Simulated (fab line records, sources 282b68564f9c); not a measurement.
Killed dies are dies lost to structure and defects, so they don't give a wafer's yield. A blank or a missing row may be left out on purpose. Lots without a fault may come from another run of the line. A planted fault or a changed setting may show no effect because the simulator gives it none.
fab line records | flow rit_cmos
record lots=6 wafers=18 last_day=8
route steps=202 shown ACTIVE@2 M1@202
lots that met no fault: from a run of the same line without faults
start_h: hours from the record's first day to the start of the lot's first wafer shown | wait_h: hours since the lot's step before | " the same as in the row above | L1.1+2: a row that stands for several wafers | - no value, or no start given | * or withheld: withheld | < > ~ a bound
route shown NAME@n: a module of which the file shows steps, and the number in the route of the first | usual: mean/standard deviation of fault-free wafers | same: alike in all rows | chamber/n: place in a boat | sites: the reading at each site | _std_site: their standard deviation | _edge_site: outer sites' mean less inner sites' | radius_mm: how far each site lies from the wafer's centre | mask NAME#n: copy n | behind: the tool/chamber that last shaped the wafer | hold: why the lot was held/for how many hours/how that ended | device: the transistor (n, p or np) that didn't switch | end of line: the same wafers' tests at the end of the route | a step without rows: its recipe alone | killed: dies lost to structure and defects at the first sort, not the wafer's yield | map: a wafer's dies, x killed, . not, _ none there
set.NAME: the setting as run; set.NAME@STEP: as run at that earlier step | model.NAME: the simulator's own value behind a step, which no gauge read
lots at some steps of the route; a table a step, a row a wafer
services: from which hour (start_h, from the record's first day; less than 0 if before it) a tool's chamber was out of use, for how many hours, and why
## steps
# step RIT_ACTIVE_OXIDATION_01
# recipe temp_c=1000 ambient=O2 target_thk_a=468 ox_time_s=3360
# step RIT_ACTIVE_THK_MEAS_02
# recipe reads=SiO2_of_ACTIVE_OXIDATION_01
# usual ACTIVE_OXIDE_THK=47.2/0.81
# columns lot.wafer tool chamber start_h wait_h ACTIVE_OXIDE_THK[nm]
L380.1 film_metro-01 - 50.49 0.0 47.9
L380.3 " - " " 48.1
L380.5 " - " " 48.4
L383.1 film_metro-04 - 62.05 0.0 47.6
L383.2 " - " " 47.8
L383.4 " - " " 47.3
L387.1 film_metro-04 - 82.88 0.0 46.7
L387.2 " - " " 47.7
L387.4 " - " " 47.8
L390.1 film_metro-04 - 97.05 0.0 47.4
L390.2 " - " " 47.7
L390.3 " - " " 47.2
L395.1 film_metro-01 - 122.05 0.0 46.8
L395.2 " - " " 47.8
L395.3 " - " " 47.9
L396.1 film_metro-02 - 129.07 0.0 47.8
L396.5 " - " " 47.8
L396.6 " - " " 48.0
# step RIT_ACTIVE_CVD_03
# recipe material=Si3N4 target_thk_nm=150 temp_c=810 precursor=SiH2Cl2/NH3 time_s=1500 pressure_mtorr=300 sih2cl2_flow_sccm=60 nh3_flow_sccm=150
# step RIT_ACTIVE_THK_MEAS_04
# recipe reads=Si3N4_of_ACTIVE_CVD_03
# usual ACTIVE_NITRIDE_THK=149.6/1.4
# columns lot.wafer tool chamber start_h wait_h ACTIVE_NITRIDE_THK[nm]
L380.1 film_metro-01 - 51.97 0.0 150.7
L380.3 " - " " 150.9
L380.5 " - " " 150.2
L383.1 film_metro-02 - 63.53 0.0 146.5
L383.2 " - " " 147.2
L383.4 " - " " 146.7
L387.1 film_metro-01 - 84.35 0.0 148.6
L387.2 " - " " 148.6
L387.4 " - " " 149.3
L390.1 film_metro-04 - 98.53 0.0 147.2
L390.2 " - " " 147.4
L390.3 " - " " 147.8
L395.1 film_metro-04 - 123.53 0.0 148.2
L395.2 " - " " 148.2
L395.3 " - " " 148.4
L396.1 film_metro-02 - 130.55 0.0 149.8
L396.5 " - " " 149.7
L396.6 " - " " 149.6
# step RIT_ACTIVE_HMDS_05
# recipe prime_time_s=60 prime_temp_c=140
# step RIT_ACTIVE_COAT_06
# recipe resist=NOVOLAK spin_rpm=3250 resist_thk_nm=1000
# step RIT_ACTIVE_SOFTBAKE_07
# recipe resist=NOVOLAK temp_c=90 time_s=60
# step RIT_ACTIVE_EXPOSE_08
# recipe mask_id=M1 na=0.6 source_shape=conventional sigma_outer=0.6 target_cd_nm=1400 dose_mj=225
# step RIT_ACTIVE_PEB_09
# recipe resist=NOVOLAK temp_c=withheld time_s=withheld
# step RIT_ACTIVE_DEVELOP_10
# recipe resist=NOVOLAK develop_time_s=50 dev_temp_c=23
# step RIT_ACTIVE_CD_MEAS_11
# recipe target_cd_nm=1400
# usual cd_nm=1400.2/2.6
# columns lot.wafer tool chamber start_h wait_h cd_nm
L380.1 cd_sem-02 - 52.88 - 1396.2
L380.3 " - " " 1397.8
L380.5 " - " " 1398.8
L383.1 cd_sem-02 - 64.56 - 1400.4
L383.2 " - " " 1400.9
L383.4 " - " " 1398.7
L387.1 cd_sem-01 - 85.39 - 1398.7
L387.2 " - " " 1400.1
L387.4 " - " " 1400.4
L390.1 cd_sem-02 - 99.44 - 1399.2
L390.2 " - " " 1398.4
L390.3 " - " " 1397.3
L395.1 cd_sem-01 - 124.50 - 1395.1
L395.2 " - " " 1395.9
L395.3 " - " " 1397.5
L396.1 cd_sem-01 - 131.58 - 1399.3
L396.5 " - " " 1398.7
L396.6 " - " " 1397.9
# step RIT_ACTIVE_HARDBAKE_12
# recipe resist=NOVOLAK temp_c=140 time_s=60
# step RIT_ACTIVE_ETCH_13
# recipe stop_on=SiO2 chemistry=SF6 target=Si3N4 time_s=210 over_etch_frac=0.4 SF6_flow_sccm=200 pressure_mtorr=260 rf_w=125 target_depth_a=2100
# usual drypump_motor_current_A=5.7/0.52 oes_product_au=0.818/0.012 throttle_valve_pct=7.48/0.065
# columns lot.wafer tool chamber start_h wait_h drypump_motor_current_A oes_product_au rf_hours_counter_h throttle_valve_pct model.NOVOLAK_of_ACTIVE_COAT_06.thk_nm model.ACTIVE.feature_depth_nm model.etch.depth_nm
L380.1 rie_diel-01 2 53.15 0.1 6.4 0.844 144 7.44 645.2 153.6 150.8
L380.3 " 1 " " 6.5 0.814 15 7.41 655.9 151 151
L380.5 " 1 " " 6.5 0.816 - 7.39 659.2 150.2 150.2
L383.1 rie_diel-02 3 64.91 0.1 6.2 0.803 5 7.59 659.9 146.5 146.5
L383.2 " 0 " " 5.0 0.793 64 7.41 649 149.1 147.2
L383.4 " 2 " " 5.9 0.791 6 7.53 661.4 146.7 146.7
L387.1 rie_diel-01 3 85.66 0.1 6.3 0.763 6 7.37 744.1 129.7 129.7
L387.2 " 0 " " 5.8 0.815 96 7.54 650.6 150.4 148.7
L387.4 " 2 " " 6.4 0.837 144 7.42 648.3 152.1 149.3
L390.1 rie_diel-01 2 99.73 0.1 6.4 0.827 144 7.43 641.1 150.1 147.3
L390.2 " 3 " " 6.4 0.765 6 7.37 740.2 129.2 129.2
L390.3 " 0 " " 5.8 0.801 97 7.52 643.7 149.4 147.7
L395.1 rie_diel-04 3 124.77 0.1 5.2 0.810 36 7.55 662.2 148.2 148.2
L395.2 " 0 " " 5.7 0.811 58 7.41 651.7 151.2 148.1
L395.3 " 1 " " 5.0 0.811 134 7.46 651.4 148.6 148.3
L396.1 rie_diel-04 0 131.85 0.1 5.6 0.815 58 7.39 648.7 152.7 149.7
L396.5 " 0 " " 5.7 0.824 - 7.39 646.6 152.8 149.8
L396.6 " 1 " " 5.1 0.811 - 7.50 654.4 149.9 149.6
# step RIT_ACTIVE_STRIP_14
# recipe chemistry=O2 time_s=180 resist=NOVOLAK platen_temp_c=withheld power_w=500 pressure_mtorr=4000 o2_flow_sccm=4000
# usual drypump_motor_current_A=5.9/0.55
# columns lot.wafer tool chamber start_h wait_h drypump_motor_current_A rf_hours_counter_h
L380.1 plasma_asher-04 0 53.28 0.1 6.3 41
L380.3 " 0 " " 6.3 -
L380.5 " 0 " " 6.3 -
L383.1 plasma_asher-01 1 65.04 0.1 5.7 28
L383.2 " 0 " " 6.2 28
L383.4 " 1 " " 5.6 -
L387.1 plasma_asher-01 1 85.79 0.1 5.6 30
L387.2 " 0 " " 6.2 30
L387.4 " 1 " " 5.6 -
L390.1 plasma_asher-01 0 99.86 0.1 6.1 32
L390.2 " 1 " " 5.6 32
L390.3 " 1 " " 5.7 -
L395.1 plasma_asher-02 0 124.90 0.1 6.6 46
L395.2 " 1 " " 4.8 46
L395.3 " 1 " " 4.9 -
L396.1 plasma_asher-01 1 131.98 0.1 5.7 36
L396.5 " 0 " " 6.1 -
L396.6 " 1 " " 5.7 -
# step RIT_M1_PROBE_99
# usual killed_at_contacts=0.1/0.23 killed_at_front_end=6.2/2.8 killed_dies=6.3/2.7 killed_on_rim=1.7/1.3 killed_open=3.1/2 killed_short=3.2/1.8
# same gross_dies=264 killed_at_M0_to_M3=0 killed_at_M4_up=0 killed_at_back_side=0 killed_at_other=0
# columns lot.wafer tool chamber start_h wait_h killed_at_contacts killed_at_front_end killed_dies killed_on_rim killed_open killed_short
L380.1 prober-02 - 106.59 0.1 0 5 5 1 2 3
L380.3 prober-02 - 106.69 0.2 0 9 9 1 6 3
L380.5 prober-02 - 106.79 0.2 0 3 3 1 2 1
L383.1 prober-01 - 112.10 0.1 0 4 4 2 2 2
L383.2 prober-01 - 112.15 0.1 0 5 5 1 3 2
L383.4 prober-01 - 112.25 0.2 1 5 6 1 3 3
L387.1 prober-01 - 132.89 0.1 0 264 264 70 3 2
L387.2 prober-01 - 132.94 0.1 0 11 11 3 6 5
L387.4 prober-01 - 133.04 0.2 0 9 9 2 4 5
L390.1 prober-02 - 143.89 0.1 0 8 8 3 5 3
L390.2 prober-02 - 143.94 0.1 1 263 264 70 5 6
L390.3 prober-02 - 143.99 0.2 0 9 9 3 4 5
L395.1 prober-02 - 181.40 0.1 0 9 9 2 7 2
L395.2 prober-02 - 181.45 0.1 0 5 5 1 3 2
L395.3 prober-02 - 181.50 0.2 0 9 9 1 8 1
L396.1 prober-02 - 187.95 0.1 1 2 3 1 1 2
L396.5 prober-02 - 188.15 0.2 0 4 4 2 2 2
L396.6 prober-02 - 188.20 0.2 1 6 7 1 5 2
# killed by level:class
L380.1 FOX1:geometric_particle:short=1 GATE:geometric_particle:open=1 REOX:geometric_particle:open=1 SPACER:geometric_particle:short=1 SILICIDE:geometric_particle:short=1
L380.3 SPACER:geometric_particle:open=4 GATE:geometric_particle:short=3 GATE:geometric_particle:open=2
L380.5 GATE:geometric_particle:open=2 ACTIVE:geometric_particle:short=1
L383.1 FOX1:geometric_particle:short=1 FOX1:geometric_particle:open=1 GATE:geometric_particle:open=1 GATE:geometric_particle:short=1
L383.2 FOX1:geometric_particle:open=2 FOX1:geometric_particle:short=1 FOX2:geometric_particle:short=1 GATE:geometric_particle:open=1
L383.4 FOX1:geometric_particle:open=2 FOX1:geometric_particle:short=1 GATE:geometric_particle:short=1 REOX:geometric_particle:open=1 CONTACT:geometric_particle:short=1
L387.1 ACTIVE:area_etch=259 GATE:geometric_particle:open=2 GATE:geometric_particle:short=1 SPACER:geometric_particle:open=1 SILICIDE:geometric_particle:short=1
L387.2 GATE:geometric_particle:open=4 REOX:geometric_particle:short=3 REOX:geometric_particle:open=2 FOX2:geometric_particle:short=1 GATE:geometric_particle:short=1
L387.4 GATE:geometric_particle:open=2 FOX1:geometric_particle:short=1 FOX2:geometric_particle:short=1 GATE:geometric_particle:short=1 REOX:geometric_particle:open=1 REOX:geometric_particle:short=1 SILICIDE:geometric_particle:short=1 SILICIDE:geometric_particle:open=1
L390.1 FOX1:geometric_particle:open=1 FOX2:geometric_particle:open=1 GATE:geometric_particle:open=1 GATE:geometric_particle:short=1 REOX:geometric_particle:open=1 SPACER:geometric_particle:short=1 SILICIDE:geometric_particle:short=1 SILICIDE:geometric_particle:open=1
L390.2 ACTIVE:area_etch=253 FOX2:geometric_particle:short=2 FOX1:geometric_particle:short=1 FOX1:geometric_particle:open=1 GATE:geometric_particle:open=1 REOX:geometric_particle:open=1 REOX:geometric_particle:short=1 SPACER:geometric_particle:open=1
L390.3 GATE:geometric_particle:short=3 GATE:geometric_particle:open=2 REOX:geometric_particle:short=1 REOX:geometric_particle:open=1 SPACER:geometric_particle:short=1 SILICIDE:geometric_particle:open=1
L395.1 FOX1:geometric_particle:open=2 REOX:geometric_particle:open=2 FOX2:geometric_particle:open=1 REOX:geometric_particle:short=1 SPACER:geometric_particle:short=1 SPACER:geometric_particle:open=1 SILICIDE:geometric_particle:open=1
L395.2 FOX2:geometric_particle:short=1 REOX:geometric_particle:open=1 SPACER:geometric_particle:open=1 SILICIDE:geometric_particle:short=1 SILICIDE:geometric_particle:open=1
L395.3 GATE:geometric_particle:open=4 REOX:geometric_particle:open=2 SPACER:geometric_particle:open=2 REOX:geometric_particle:short=1
L396.1 GATE:geometric_particle:short=1 SPACER:geometric_particle:open=1 CONTACT:geometric_particle:short=1
L396.5 REOX:geometric_particle:short=2 GATE:geometric_particle:open=1 SPACER:geometric_particle:open=1
L396.6 GATE:geometric_particle:open=3 FOX1:geometric_particle:open=1 SILICIDE:geometric_particle:open=1 SILICIDE:geometric_particle:short=1 CONTACT:geometric_particle:short=1
# map L387.1 (x killed, . not)
________xxxxxxx_______
_____xxxxxxxxxxxxx____
____xxxxxxxxxxxxxxx___
___xxxxxxxxxxxxxxxxx__
__xxxxxxxxxxxxxxxxxxx_
__xxxxxxxxxxxxxxxxxxx_
_xxxxxxxxxxxxxxxxxxxxx
_xxxxxxxxxxxxxxxxxxxxx
_xxxxxxxxxxxxxxxxxxxxx
_xxxxxxxxxxxxxxxxxxxxx
__xxxxxxxxxxxxxxxxxxx_
__xxxxxxxxxxxxxxxxxxx_
___xxxxxxxxxxxxxxxxx__
____xxxxxxxxxxxxxxx___
_____xxxxxxxxxxxxx____
________xxxxxxx_______
# map L390.2 (x killed, . not)
________xxxxxxx_______
_____xxxxxxxxxxxxx____
____xxxxxxxxxxxxxxx___
___xxxxxxxxxxxxxxxxx__
__xxxxxxxxxxxxxxxxxxx_
__xxxxxxxxxxxxxxxxxxx_
_xxxxxxxxxxxxxxxxxxxxx
_xxxxxxxxxxxxxxxxxxxxx
_xxxxxxxxxxxxxxxxxxxxx
_xxxxxxxxxxxxxxxxxxxxx
__xxxxxxxxxxxxxxxxxxx_
__xxxxxxxxxxxxxxxxxxx_
___xxxxxxxxxxxxxxxxx__
____xxxxxxxxxxxxxxx___
_____xxxxxxxxxxxxx____
________xxxxxxx_______
## services
# columns tool chamber start_h hours kind
plasma_asher-01 - 31.67 4.0 pm
plasma_asher-04 - 45.85 1.2 repair
rie_diel-02 - 48.60 0.4 repair
rie_diel-04 2 79.69 2.3 repair
rie_diel-04 - 85.92 0.3 repair
rie_diel-04 0 91.03 4.7 repair
rie_diel-02 3 97.35 7.3 repair
plasma_asher-04 - 108.75 9.0 pm
plasma_asher-04 0 108.75 9.0 vent_cycle
plasma_asher-04 1 108.75 9.0 vent_cycle
rie_diel-04 2 109.71 2.6 repair
rie_diel-02 3 116.69 4.2 repair
plasma_asher-04 0 117.75 - clean
plasma_asher-04 1 117.75 - clean
rie_diel-02 2 129.56 2.0 repair
## key
first_sign step=RIT_ACTIVE_ETCH_13 reading=oes_product_au direction=down sigmas=4.5 usual=0.818 struck=0.764
effect step=RIT_M1_PROBE_99 reading=killed_dies direction=up sigmas=94 usual=6.3 struck=264
model_effect step=RIT_ACTIVE_ETCH_13 value=NOVOLAK_of_ACTIVE_COAT_06.thk_nm without=659 struck=742.2
more_kills_born_at RIT_ACTIVE_ETCH_13@rie_diel-01=512
met_at RIT_ACTIVE_ETCH_13
struck_wafers L387.1,L390.2
later_rows_left_out L387.1,L390.2
tester_left_out L387,L390
fault kind=process_parameter_drift tool=rie_diel-01 chamber=3 onset_h=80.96 steps=RIT_ACTIVE_ETCH_13 channel=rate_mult offset=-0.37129 shape=step end_h=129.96
# tester_left_out: of these lots the tester's yield and bins aren't shown, on N5 and GAA mostly nor the transistor test; their killed dies are dies lost to structure and defects alone, not to doping, threshold or leakage, so they don't give the yield
# later_rows_left_out: the simulator's readings of these wafers behind a module that went badly wrong aren't trusted and aren't shown, but for the sort
